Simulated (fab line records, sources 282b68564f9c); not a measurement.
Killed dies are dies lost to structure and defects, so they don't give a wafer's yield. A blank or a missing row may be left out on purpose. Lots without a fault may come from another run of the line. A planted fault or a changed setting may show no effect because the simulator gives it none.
Which tool did it? | flow rit_cmos | 14 lots, 42 wafers sampled, at 4 steps of a route of 202

WHAT THE GAUGES READ, wafer by wafer
RIT_SDANNEAL_RS_MEAS_06: measures by four-point-probe. Usual: PLDD_RS 178.7 ohm/sq, standard deviation 0.45.
lot  | measured    | on            | PLDD_RS (ohm/sq)  | flag
L749 | day 3 02:37 | film_metro-01 | 178.9 178.3 178.4 |
L750 | day 3 08:49 | film_metro-04 | 179.2 179.4 178.9 |
L751 | day 3 15:40 | film_metro-02 | 178.2 177.9 177.8 |
L753 | day 4 00:50 | film_metro-04 | 179.7 179.3 179.1 |
L754 | day 4 03:38 | film_metro-01 | 178.7 179.2 178.7 |
L755 | day 4 08:40 | film_metro-02 | 178.6 177.8 178.2 |
L757 | day 4 19:09 | film_metro-04 | 179.2 179.0 178.9 |
L758 | day 5 01:42 | film_metro-01 | 178.2 178.4 178.5 |
L764 | day 6 13:48 | film_metro-01 | 178.5 178.9 178.8 |
L765 | day 6 14:17 | film_metro-04 | 179.3 179.3 179.2 |
L766 | day 6 18:15 | film_metro-04 | 179.1 178.9 178.5 |
L767 | day 7 08:20 | film_metro-04 | 178.8 178.5 179.0 |
L768 | day 7 06:25 | film_metro-01 | 178.4 178.2 177.7 |
L772 | day 8 11:18 | film_metro-04 | 178.3 178.7 178.4 |

RIT_CONTACT_OVL_MEAS_09. Usual: CONTACT_OVL 0.1 nm, standard deviation 1.4.
lot  | measured    | on         | CONTACT_OVL (nm) | flag
L749 | day 3 04:33 | overlay-01 | -0.5 -1.3 -0.1   |
L750 | day 3 10:46 | overlay-01 | 0.2 2.3 1.5      |
L751 | day 3 17:44 | overlay-01 | -0.1 -1.0 -2.7   |
L753 | day 4 02:52 | overlay-02 | 0.9 2.2 3.6      |
L754 | day 4 05:50 | overlay-01 | 0.9 1.1 -1.1     |
L755 | day 4 10:44 | overlay-02 | -2.3 -2.3 -1.5   |
L757 | day 4 21:13 | overlay-01 | -1.7 -1.5 -0.7   |
L758 | day 5 03:46 | overlay-01 | 0.2 0.0 1.5      |
L764 | day 6 15:51 | overlay-01 | -1.7 -2.6 -2.4   |
L765 | day 6 16:22 | overlay-01 | -0.7 -0.5 -1.0   |
L766 | day 6 20:20 | overlay-01 | -2.7 -0.4 0.8    |
L767 | day 7 10:26 | overlay-01 | -0.6 2.0 0.2     |
L768 | day 7 08:25 | overlay-01 | -1.6 -0.3 -1.1   |
L772 | day 8 13:37 | overlay-01 | 1.3 -0.8 1.1     |

WHICH TOOL RAN EACH LOT (tool, then ch and the chambers of the sampled wafers, then the start)
lot  | RIT_NRETRO_STRIP_09                 | RIT_SDANNEAL_CLEAN_00
L749 | plasma_asher-03 ch 0,1, day 2 06:27 | wet_bench-01 ch 2, day 3 01:52
L750 | plasma_asher-01 ch 0,1, day 2 10:29 | wet_bench-01 ch 1, day 3 08:06
L751 | plasma_asher-01 ch 0,1, day 2 16:11 | wet_bench-02 ch 3, day 3 14:59
L753 | plasma_asher-03 ch 0,1, day 3 04:07 | wet_bench-02 ch 0, day 4 00:10
L754 | plasma_asher-01 ch 0,1, day 3 06:34 | wet_bench-03 ch 1, day 4 02:58
L755 | plasma_asher-01 ch 0,1, day 3 12:55 | wet_bench-02 ch 2, day 4 07:58
L757 | plasma_asher-04 ch 0,1, day 3 23:02 | wet_bench-02 ch 3, day 4 18:26
L758 | plasma_asher-03 ch 0,1, day 4 05:31 | wet_bench-03 ch 1, day 5 01:01
L764 | plasma_asher-01 ch 0,1, day 5 11:23 | wet_bench-01 ch 1, day 6 13:08
L765 | plasma_asher-04 ch 0,1, day 5 16:31 | wet_bench-01 ch 1, day 6 13:37
L766 | plasma_asher-01 ch 0,1, day 5 21:46 | wet_bench-03 ch 2, day 6 17:33
L767 | plasma_asher-04 ch 0,1, day 6 05:25 | wet_bench-03 ch 1, day 7 07:38
L768 | plasma_asher-03 ch 0,1, day 6 08:20 | wet_bench-03 ch 2, day 7 05:43
L772 | plasma_asher-01 ch 0,1, day 7 11:00 | wet_bench-02 ch 2, day 8 10:37
- RIT_NRETRO_STRIP_09: strips in O2, time 180 s.
- RIT_SDANNEAL_CLEAN_00: cleans in SC1, time 600 s.

WHAT THE TOOLS THEMSELVES READ (means of the sampled wafers that have a number; where no wafer has one, the mark that the record gives instead)
RIT_NRETRO_STRIP_09. Usual: drypump_motor_current_A 6.1 A, standard deviation 0.37.
lot  | tool            | drypump_motor_current_A (A) | flag
L749 | plasma_asher-03 | 6.1                         |
L750 | plasma_asher-01 | 6.3                         |
L751 | plasma_asher-01 | 6.3                         |
L753 | plasma_asher-03 | 6.1                         |
L754 | plasma_asher-01 | 6.3                         |
L755 | plasma_asher-01 | 6.3                         |
L757 | plasma_asher-04 | 5.8                         |
L758 | plasma_asher-03 | 5.7                         |
L764 | plasma_asher-01 | 6.2                         |
L765 | plasma_asher-04 | 5.8                         |
L766 | plasma_asher-01 | 6.2                         |
L767 | plasma_asher-04 | 5.8                         |
L768 | plasma_asher-03 | 5.7                         |
L772 | plasma_asher-01 | 6.2                         |

RIT_SDANNEAL_CLEAN_00. Usual: bath_guard_temp_C 75.0 C, standard deviation 0.62; bath_heat_duty_pct 14.8 %, standard deviation 1.2.
lot  | tool         | bath_guard_temp_C (C) | bath_heat_duty_pct (%) | flag
L749 | wet_bench-01 | 75.1                  | 16.3                   |
L750 | wet_bench-01 | 75.6                  | 14.0                   |
L751 | wet_bench-02 | 74.1                  | 13.9                   |
L753 | wet_bench-02 | 74.9                  | 18.6                   | OFF
L754 | wet_bench-03 | 74.6                  | 14.7                   |
L755 | wet_bench-02 | 74.3                  | 16.7                   |
L757 | wet_bench-02 | -                     | -                      | OFF
L758 | wet_bench-03 | -                     | -                      | OFF
L764 | wet_bench-01 | 75.5                  | 13.8                   |
L765 | wet_bench-01 | 75.2                  | 13.2                   |
L766 | wet_bench-03 | 76.1                  | 13.8                   |
L767 | wet_bench-03 | 74.6                  | 14.2                   |
L768 | wet_bench-03 | 76.0                  | 14.4                   |
L772 | wet_bench-02 | 74.4                  | 15.6                   |

THE ANSWER, worked out from the rows above alone
Rule: a lot is off if the mean of its wafers that have a number lies more than 3 standard deviations from the usual mean. A lot without any number at a reading at which 4 lots or more have one is off too. The other lots that the step has rows for count as sound. The gauges are gone through in route order, then the tools' own readings, and for those a lot's mean is taken as printed above. The first step at which some lot is off is used, and at that step the reading that is off furthest; a lot without a number counts as furthest.
Off: L757, L758, at RIT_SDANNEAL_CLEAN_00 (bath_guard_temp_C). Without a number there: L757, L758.
A tool fits if, at that step or a process step before it, it ran every lot that is off, and no sound lot after the first of them. None of those tried fits.

WHAT THE SIMULATOR HAD PUT IN
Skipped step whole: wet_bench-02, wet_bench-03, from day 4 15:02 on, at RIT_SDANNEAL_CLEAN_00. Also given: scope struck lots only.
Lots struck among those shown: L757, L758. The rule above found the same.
